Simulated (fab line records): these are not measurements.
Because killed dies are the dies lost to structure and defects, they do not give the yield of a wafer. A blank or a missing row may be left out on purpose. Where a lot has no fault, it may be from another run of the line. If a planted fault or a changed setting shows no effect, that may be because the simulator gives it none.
fab line records ; flow berkeleyCmos170
record: lots: 15; wafers: 45; lastDay: 12
route steps=331 shown NLDD@167
lots that met no fault: from a run of the same line without faults
startH: hours from the record's opening day to when the first of the lot's shown wafers began ; waitH: time in hours since the lot's previous step ; " same as the row above ; L1.1+2: a single row standing in for several wafers ; - value missing, or start not given ; * or withheld: withheld ; < > ~ a bound
route shown NAME@n: a module of which the file shows steps, and the number in the route of the first ; usual: mean/standard deviation of fault-free wafers ; same: alike in all rows ; chamber/n: place in a boat ; sites: per-site readings ; _std_site: the standard deviation of these ; _edge_site: mean of outer sites minus mean of inner sites ; radiusMm: for every site, how far away it sits from the centre of the wafer ; mask NAME#n: copy n ; behind: the tool/chamber that last shaped the wafer ; hold: reason for holding the lot/hours on hold/outcome of the hold ; device: names the non-switching transistor (n, p or np) ; end of line: tests run on the same wafers once the route is complete ; a step given without rows: its recipe and nothing more ; killed: dies lost to structure and defects at the first sort, not the wafer's yield ; map: a wafer's dies, x killed, . not, _ none there
set.NAME: the setting the step ran with; set.NAME@STEP: the setting that earlier step ran with ; model.NAME: the simulator's own value behind a step, which no gauge read
one table for each step of the route and one row for each wafer, over a sample of lots
services: from which hour (startH, from the record's first day; less than 0 if before it) a tool's chamber was out of use, for how many hours, and why
== steps ==
step: UCB170_NLDD_IMPLANT_09
recipe: species: As; doseCm2: 5e+13; energyKev: 30; tiltDeg: 7; rotationDeg: 180
usual: beamEnergyKeV: 30.002/0.0097
lot.wafer;tool;chamber;startH;waitH;beamEnergyKeV
L109.1;implanter-03;0;164.50;0.1;29.988
L109.4;implanter-03;0;164.50;0.1;30.001
L109.6;implanter-03;0;164.50;0.1;30.001
L108.1;implanter-04;0;165.05;0.1;29.996
L108.3;implanter-04;0;165.05;0.1;29.998
L108.4;implanter-04;0;165.05;0.1;30.013
L110.3;implanter-01;0;166.86;0.1;30.013
L110.4;implanter-01;0;166.86;0.1;30.007
L110.6;implanter-01;0;166.86;0.1;29.995
L113.1;implanter-01;0;189.39;0.1;29.996
L113.2;implanter-01;0;189.39;0.1;30.005
L113.6;implanter-01;0;189.39;0.1;29.999
L119.2;implanter-03;0;204.14;0.1;29.982
L119.3;implanter-03;0;204.14;0.1;29.991
L119.4;implanter-03;0;204.14;0.1;29.997
L118.2;implanter-04;0;204.42;0.1;30.005
L118.3;implanter-04;0;204.42;0.1;30.002
L118.5;implanter-04;0;204.42;0.1;30.007
L117.3;implanter-03;0;204.72;0.1;30.012
L117.4;implanter-03;0;204.72;0.1;30.005
L117.6;implanter-03;0;204.72;0.1;30.002
L120.2;implanter-04;0;227.27;0.1;29.996
L120.3;implanter-04;0;227.27;0.1;29.989
L120.6;implanter-04;0;227.27;0.1;30.030
L121.1;implanter-04;0;228.30;0.1;27.995
L121.3;implanter-04;0;228.30;0.1;27.989
L121.5;implanter-04;0;228.30;0.1;27.997
L125.2;implanter-01;0;253.63;0.1;30.001
L125.3;implanter-01;0;253.63;0.1;30.009
L125.5;implanter-01;0;253.63;0.1;29.996
L127.3;implanter-03;0;254.05;0.1;30.011
L127.4;implanter-03;0;254.05;0.1;30.008
L127.6;implanter-03;0;254.05;0.1;30.014
L124.1;implanter-04;0;254.69;0.1;27.984
L124.3;implanter-04;0;254.69;0.1;27.975
L124.5;implanter-04;0;254.69;0.1;27.991
L129.1;implanter-01;0;254.76;0.1;29.995
L129.2;implanter-01;0;254.76;0.1;29.990
L129.6;implanter-01;0;254.76;0.1;29.996
L126.3;implanter-04;0;257.50;0.1;27.978
L126.4;implanter-04;0;257.50;0.1;27.988
L126.5;implanter-04;0;257.50;0.1;27.983
L130.1;implanter-03;0;264.48;0.1;30.006
L130.3;implanter-03;0;264.48;0.1;30.001
L130.5;implanter-03;0;264.48;0.1;29.997
== services ==
tool;chamber;startH;hours;kind
implanter-03;-;175.08;5.6;repair
implanter-04;-;186.17;3.0;repair
implanter-03;-;199.28;3.2;repair
implanter-03;-;223.70;19.2;repair
== key ==
firstSign: step: UCB170_NLDD_IMPLANT_09; reading: beamEnergyKeV; direction: down; sigmas: 99+; usual: 30.002; struck: 27.987
effect none on later readings
metAt UCB170_NLDD_IMPLANT_09
struckLots L121,L124,L126
sortLeftOut L124.1,L124.3,L124.5
testerLeftOut L121,L124,L126
onsetBetween 227.27 228.30
fault: kind: processParameterDrift; tool: implanter-04; chamber: -; onsetH: 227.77; steps: UCB170_NLDD_IMPLANT_09; channel: energyKev; offset: -2.0203; shape: step; endH: 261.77; actsIn: theseRecipesOnly; stated: 30
testerLeftOut: of these lots the tester's yield and bins aren't shown, on N5 and GAA mostly nor the transistor test; their killed dies are dies lost to structure and defects alone, not to doping, threshold or leakage, so they don't give the yield
sortLeftOut: the simulated sort isn't trusted on such a fault, so these wafers' sort isn't shown, and their yield isn't known
